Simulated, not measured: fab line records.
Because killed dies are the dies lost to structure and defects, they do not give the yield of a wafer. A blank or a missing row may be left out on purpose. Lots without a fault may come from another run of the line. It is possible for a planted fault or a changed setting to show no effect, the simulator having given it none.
Matching of chambers | flow berkeley cmos170 | UCB170_ZERO_ETCH_06 on rie diel-04: 4 sister chambers
The step etches SiO2 in CHF3/CF4/Ar, time 12 s. 14 wafers are shown with their chamber, then 7 later ones without.

## EACH WAFER AND ITS CHAMBER
wafer  | chamber | drypump motor current A (A) | throttle valve pct (%) | oes product au (a.u.)
L549.1 | 2       | 5.95                        | 9.35                   | 0.626
L549.4 | 0       | 5.54                        | 9.13                   | 0.618
L549.5 | 2       | 5.96                        | 9.38                   | 0.620
L551.1 | 1       | 5.77                        | 9.32                   | 0.626
L551.4 | 3       | 6.47                        | 8.97                   | 0.605
L551.5 | 1       | 5.75                        | 9.30                   | 0.628
L553.1 | 0       | 5.54                        | 9.13                   | 0.616
L553.2 | 3       | 6.49                        | 8.99                   | 0.611
L553.3 | 1       | 5.79                        | 9.31                   | 0.622
L558.1 | 1       | 5.78                        | 9.31                   | 0.630
L558.3 | 0       | 5.56                        | 9.13                   | 0.617
L558.6 | 2       | 5.98                        | 9.39                   | 0.621
L562.1 | 1       | 5.78                        | 9.31                   | 0.617
L562.4 | 3       | 6.47                        | 8.97                   | 0.617

SIGNATURES (averages over the wafers above)
reading                 | chamber 0 | chamber 1 | chamber 2 | chamber 3 | scatter within a chamber
drypump motor current A | 5.5467    | 5.7740    | 5.9633    | 6.4767    | 0.0139
throttle valve pct      | 9.1300    | 9.3100    | 9.3733    | 8.9767    | 0.0115
oes product au          | 0.61700   | 0.62460   | 0.62233   | 0.61100   | 0.00449
Rule: a wafer lies at a distance from a chamber equal to the root of the sum of squares, over the readings, of (its reading less the chamber's mean, divided by the reading's scatter). The wafer belongs to the nearest chamber; if the next one is less than 2 further off, it can't be placed. How the scatter is found: for the shown wafers, subtract from each reading the mean of its chamber, square and add these, divide the total by (wafers less chambers), then take the root.

## WAFERS MISSING THEIR CHAMBER
wafer  | drypump motor current A (A) | throttle valve pct (%) | oes product au (a.u.)
L562.5 | 5.96                        | 9.39                   | 0.628
L568.1 | 5.54                        | 9.14                   | 0.604
L568.2 | 5.74                        | 9.31                   | 0.630
L568.4 | 5.56                        | 9.14                   | 0.618
L570.1 | 5.94                        | 9.38                   | 0.620
L570.4 | 5.57                        | 9.14                   | 0.620
L570.6 | 5.58                        | 9.14                   | 0.615

## CHAMBER TAKEN BY EACH
wafer  | from the rows above | in truth
L562.5 | 2                   | 2
L568.1 | 0                   | 0
L568.2 | 1                   | 1
L568.4 | 0                   | 0
L570.1 | 2                   | 2
L570.4 | 0                   | 0
L570.6 | 0                   | 0
7 of 7 placed correctly. Not placeable from these rows: 0. 0 placed wrongly.
